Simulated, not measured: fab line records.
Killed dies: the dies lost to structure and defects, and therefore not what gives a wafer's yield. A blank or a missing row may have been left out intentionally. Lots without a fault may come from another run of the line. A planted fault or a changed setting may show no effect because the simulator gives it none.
A struck lot beside a sound one / flow rit cmos / 15 out of 202 route steps
Sound: wafers L200.1, L200.2, L200.3. Struck: wafer L201.1 (L201.2, L201.3, from the same lot, were not struck and are left out); the cause is given at the end.
Per side, at each step with rows, come the tool, then ch with its chambers, and then its first start. Under that, the readings that differ: sound wafers / struck wafers / difference of the means / sigmas: that difference in standard deviations of wafers without a fault.
alike: readings whose means differ by less than 2 such deviations, and words and numbers that are the same on both sides. not compared: withheld readings, readings that some wafer has no value for, bounds like >300 that may hide the same value, and numbers for which the record gives no deviation and whose values overlap.
The two part at a step that has a row with sigmas, a row that says differs or no value, or rows on one side only. When numbers do not overlap yet have no deviation, they are printed without sigmas and do not part them. A reading missing from all wafers of one side parts the sides only when that side holds two or more wafers.

first, 1 step without rows for these wafers: RIT_ACTIVE_OXIDATION_01 (target thk 46.8 nm, ox time 3202 s).
RIT_ACTIVE_THK_MEAS_02:
  sound: film metro-03 at day 2 03:03; struck: film metro-01 at day 2 08:03
  alike: ACTIVE_OXIDE_THK
then, 1 step without rows for these wafers: RIT_ACTIVE_CVD_03 (deposits Si3N4 from SiH2Cl2/NH3, target thk 150 nm, time 1500 s).
RIT_ACTIVE_THK_MEAS_04:
  sound: film metro-02 at day 2 04:41; struck: film metro-01 at day 2 09:35
  alike: ACTIVE_NITRIDE_THK
then, 6 steps without rows for these wafers: RIT_ACTIVE_HMDS_05 (prime time 60 s); RIT_ACTIVE_COAT_06 (resist thk 1000 nm); RIT_ACTIVE_SOFTBAKE_07 (time 60 s); RIT_ACTIVE_EXPOSE_08 (exposes mask M1, target cd 1400 nm); RIT_ACTIVE_PEB_09; RIT_ACTIVE_DEVELOP_10 (develop time 50 s).
RIT_ACTIVE_CD_MEAS_11: target cd 1400 nm.
  sound: cd sem-02 at day 2 05:43; struck: cd sem-01 at day 2 10:29
  alike: cd nm
then, 1 step without rows for these wafers: RIT_ACTIVE_HARDBAKE_12 (time 60 s).
RIT_ACTIVE_ETCH_13: etches Si3N4 in SF6, stops on SiO2, time 210 s, target depth 210 nm.
  sound on rie diel-04 ch 0,1,3, day 2 05:59; struck on rie diel-04 ch 3, day 2 10:46
reading=chamber pressure mTorr (mTorr); sound=260.67 260.20 259.85; struck=311.97; difference=+51.73; sigmas=+99 or more
  alike: drypump motor current A, oes product au, throttle valve pct
  not compared: rf hours counter h
RIT_ACTIVE_STRIP_14: strips in O2, time 180 s.
  sound on plasma asher-01 ch 0,1, day 2 06:07; struck on plasma asher-01 ch 0, day 2 10:54
reading=o2 flow sccm (sccm); sound=3987 4003 4006; struck=3972; difference=-27; sigmas=-2
  alike: drypump motor current A
  not compared: rf hours counter h
RIT_M1_PROBE_99:
  sound: prober-01 at day 4 01:43; struck: prober-02 at day 4 05:08
reading=killed at front end; sound=4 0 4; struck=11; difference=+8; sigmas=+3
reading=killed dies; sound=4 0 4; struck=11; difference=+8; sigmas=+3
reading=killed short; sound=2 0 2; struck=6; difference=+5; sigmas=+2
  alike: killed open

## WHERE THEY PART
First at RIT_ACTIVE_ETCH_13; last, within this record, at RIT_M1_PROBE_99.

WHY: what had been put in by the simulator
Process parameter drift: rie diel-04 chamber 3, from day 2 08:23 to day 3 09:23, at RIT_ACTIVE_ETCH_13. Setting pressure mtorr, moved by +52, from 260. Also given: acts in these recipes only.
